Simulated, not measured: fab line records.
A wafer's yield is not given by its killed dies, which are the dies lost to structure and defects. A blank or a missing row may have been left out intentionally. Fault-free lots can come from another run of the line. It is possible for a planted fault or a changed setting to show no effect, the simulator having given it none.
Struck lot and sound lot, side by side    flow berkeleyCmos170    14 steps out of a route of 331
Sound: wafers L483.3, L483.5, L483.6. Struck: wafer L488.1. (L488.2, L488.3 of the same lot were not struck and are left out.) The cause comes at the end.
Order at every step that has rows: each side's tool, ch and its chambers, its first start. Under that, the readings that differ: sound wafers    struck wafers    difference of the means    sigmas: that difference in standard deviations of wafers without a fault.
alike: readings whose means differ by less than 2 such deviations, and words and numbers that are the same on both sides. not compared: withheld readings, readings that some wafer has no value for, bounds like >300 that may hide the same value, and numbers for which the record gives no deviation and whose values overlap.
Wherever a step has rows on one side only, a row that says differs or no value, or a row with sigmas, the two part there. Numbers that don't overlap but have no deviation are shown without sigmas and don't part them. A reading missing from all wafers of one side parts the sides only when that side holds two or more wafers.

first, 2 steps without rows for these wafers: UCB170_GATE_ANNEAL_03 (time 1800 s); UCB170_GATE_CVD_04 (deposits poly-Si from SiH4, time 1440 s, target thk 214 nm).
UCB170_GATE_THK_MEAS_05:
  sound on filmMetro-03, day 7 22:15; struck on filmMetro-03, day 8 16:57
  alike: GATE_POLY_THK
then, 6 steps without rows for these wafers: UCB170_GATE_COAT_06; UCB170_GATE_COAT_07 (resist thk 900 nm); UCB170_GATE_SOFTBAKE_08 (time 60 s); UCB170_GATE_EXPOSE_09 (exposes mask POLY, target cd 350 nm); UCB170_GATE_PEB_10; UCB170_GATE_DEVELOP_11 (develop time 45 s).
UCB170_GATE_CD_MEAS_12: the cd target is 350 nm.
  sound on cdSem-02, day 7 23:30; struck on cdSem-02, day 8 18:05
  alike: cdNm
UCB170_GATE_OVL_MEAS_13:
  sound on overlay-02, day 7 23:35; struck on overlay-02, day 8 18:13
  alike: GATE_OVL
UCB170_GATE_ETCH_14: etches BARC in N2/H2.
  sound on rieDiel-02 ch 0,1, day 7 23:37; struck on rieDiel-02 ch 0, day 8 18:14
  alike: drypumpMotorCurrentA, oesProductAu, throttleValvePct
UCB170_GATE_ETCH_15: etches poly-Si in HBr/Cl2, stops on SiO2, time 56.3 s, target depth 278.2 nm.
  sound on rieSi-02 ch 0,1,2, day 7 23:40; struck on rieSi-02 ch 0, day 8 18:17
reading                               sound              struck  difference  sigmas
oesProductAu (a.u.)                   0.802 0.835 0.845  0.951   +0.124      +8
runLengthS (s)                        84.2 84.2 85.0     62.1    -22.4       -56
model.etch.depthNm (nm)               215.2 216.4 215.1  163.1   -52.5       
model.GATE.featureDepthNm (nm)        215.2 216.4 215.1  163.1   -52.5       
model.KrF_of_GATE_COAT_07.thkNm (nm)  776.9 777.2 776.7  821.7   +44.8       
  alike: drypumpMotorCurrentA, throttleValvePct
  not compared: rfHoursCounterH
UCB170_GATE_STRIP_16: strips in O2.
  sound on plasmaAsher-03 ch 0,1, day 7 23:44; struck on plasmaAsher-02 ch 0, day 8 18:20
reading              sound  struck  difference                    sigmas
rfHoursCounterH (h)  - - -  42      no value on the sound wafers  
  alike: drypumpMotorCurrentA, oesProductAu

## WHERE THEY PART
At UCB170_GATE_ETCH_15 first; at UCB170_GATE_STRIP_16 last (within this record only).

WHY: the cause the simulator had injected
rieSi-02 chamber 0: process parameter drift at UCB170_GATE_ETCH_15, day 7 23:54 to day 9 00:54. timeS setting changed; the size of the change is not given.
